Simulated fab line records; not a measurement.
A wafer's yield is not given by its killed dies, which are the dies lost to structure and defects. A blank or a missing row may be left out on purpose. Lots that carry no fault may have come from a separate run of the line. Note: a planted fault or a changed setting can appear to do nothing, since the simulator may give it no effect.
Split-lot trial    flow berkeleyCmos170    11 wafers read from 3 lots, route of 331 steps

SPLIT DETAILS
At UCB170_SPACER_ETCHBACK_03 (etches SiO2 in CHF3/CF4/Ar, stops on Si, target depth 376 nm, time 100 s), the setting timeS was moved away from the recipe's 100 s on 5 of the 11 wafers read, by +34.9% to +46.1%. This setting was run at the recipe's value on the other wafers.

FROM THE SPLIT TO THE READING: what the file shows between them, 8 steps
- UCB170_M3_SPUTTER_01: material Al, target thk 900 nm, time 120 s (also split here: timeS)
- UCB170_M3_RS_MEAS_02: measures by four-point-probe
- UCB170_M3_THK_MEAS_03: measures by xrf
- UCB170_M3_HMDS_04: prime time 60 s
- UCB170_M3_COAT_05: resist thk 900 nm
- UCB170_M3_ETCH_17: etches BARC in N2/H2
- UCB170_M3_METAL_ETCH_18: etches Al in Cl2/BCl3, stops on SiO2, target depth 1170 nm, time 189.2 s
- UCB170_M3_STRIP_19: strips in O2

THE READING
In nm, at UCB170_M3_PROBE_99: etest.nplusSal.widthNm, which is the simulator's own figure and was read by no gauge. No usual value for it is given in the file. Across the 6 wafers here that went through the recipe, the average is 701.6 nm and the standard deviation 8.1 nm.

wafer   tool, chamber at the split  timeS as run, s  against the recipe  etest.nplusSal.widthNm, nm  against lot-mates on the recipe
L078.1  rieDiel-01, 3,1,2           100              recipe              716.1                       -
L078.2  rieDiel-01, 3,1,2           100              recipe              704                         -
L078.4  rieDiel-01, 3,1,2           100              recipe              692.1                       -
L082.1  rieDiel-02, 2,1,1           146.1            +46.1%              873.6                       +177.2
L082.2  rieDiel-02, 3,0,0           100              recipe              696.4                       -
L082.6  rieDiel-02, 2,1,1           146.1            +46.1%              869.9                       +173.5
L085.2  rieDiel-03, 0,3,3           134.9            +34.9%              874                         +173.4
L085.3  rieDiel-03, 0,3,3           134.9            +34.9%              872                         +171.4
L085.4  rieDiel-03, 0,3,3           134.9            +34.9%              871.2                       +170.6
L085.5  rieDiel-03, 2,0,2           100              recipe              706.1                       -
L085.6  rieDiel-03, 2,0,2           100              recipe              695.1                       -
If several chambers appear in one row, that row covers several wafers at once and the file leaves open which wafer was in which chamber.

FIT RESULTS
A straight line over all 11 wafers: etest.nplusSal.widthNm changes by +4.18 nm for each +1% of timeS; r = +0.98; the points scatter about the line by 19 nm.
The same after taking each lot's own level away (the mean of its wafers on the recipe; 11 wafers): +4.26 nm for each +1%; r = +0.98; scatter 18 nm.
The reading moves by 2e+02 nm for the largest change in timeS, on that fit.
Measured against the standard deviation above, the lots' own levels, which go from 696.40 to 704.07 nm, span 0.9 times it.
The two slopes are in agreement: the lot-to-lot level therefore moves the slope only a little.
Check: with one of the wafers moved furthest among these (+46.1%) left out of the fit, the line predicts +207 nm for it against its lot-mates. Against them it came out at +177 nm.

THESE WAFERS: OTHER SPLITS
Other splits were also applied to these wafers ahead of the reading. Each is held against what the fit with the lots' levels taken away leaves over:
other split on the same wafers  wafers away from the commonest value  r with etest.nplusSal.widthNm (lot level and that fit taken away)
UCB170_PWELL_CVD_05 timeS       3                                     -0.63
UCB170_M3_SPUTTER_01 timeS      5                                     +0.27

THE WHOLE CHAIN: every reading that the file lists as answering this split, in the file's order
step                what it does  reading                                                                  change (the file's fit)                                                             r (the file's)
UCB170_M3_PROBE_99                etest.pldd.lineOhmUm (the simulator's own value, which no gauge read)    not straight: 1810 at the lowest setting, 1810 at the recipe, 6.432 at the highest  not given
UCB170_M3_PROBE_99                etest.nldd.lineOhmUm (the simulator's own value, which no gauge read)    not straight: 1267 at the lowest setting, 1267 at the recipe, 6.371 at the highest  not given
UCB170_M3_PROBE_99                etest.pldd.rsOhmSq (the simulator's own value, which no gauge read)      not straight: 1110 at the lowest setting, 1110 at the recipe, 3.683 at the highest  not given
UCB170_M3_PROBE_99                etest.nldd.rsOhmSq (the simulator's own value, which no gauge read)      not straight: 778 at the lowest setting, 778 at the recipe, 3.605 at the highest    not given
UCB170_M3_PROBE_99                etest.pplusSal.widthNm (the simulator's own value, which no gauge read)  +4.41 nm for each +1% of the setting                                                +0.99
UCB170_M3_PROBE_99                etest.nplusSal.widthNm (the simulator's own value, which no gauge read)  +4.37 nm for each +1% of the setting                                                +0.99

THE FILE'S OWN FIT
etest.nplusSal.widthNm changes by +4.37 nm for each +1% of timeS, r = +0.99.
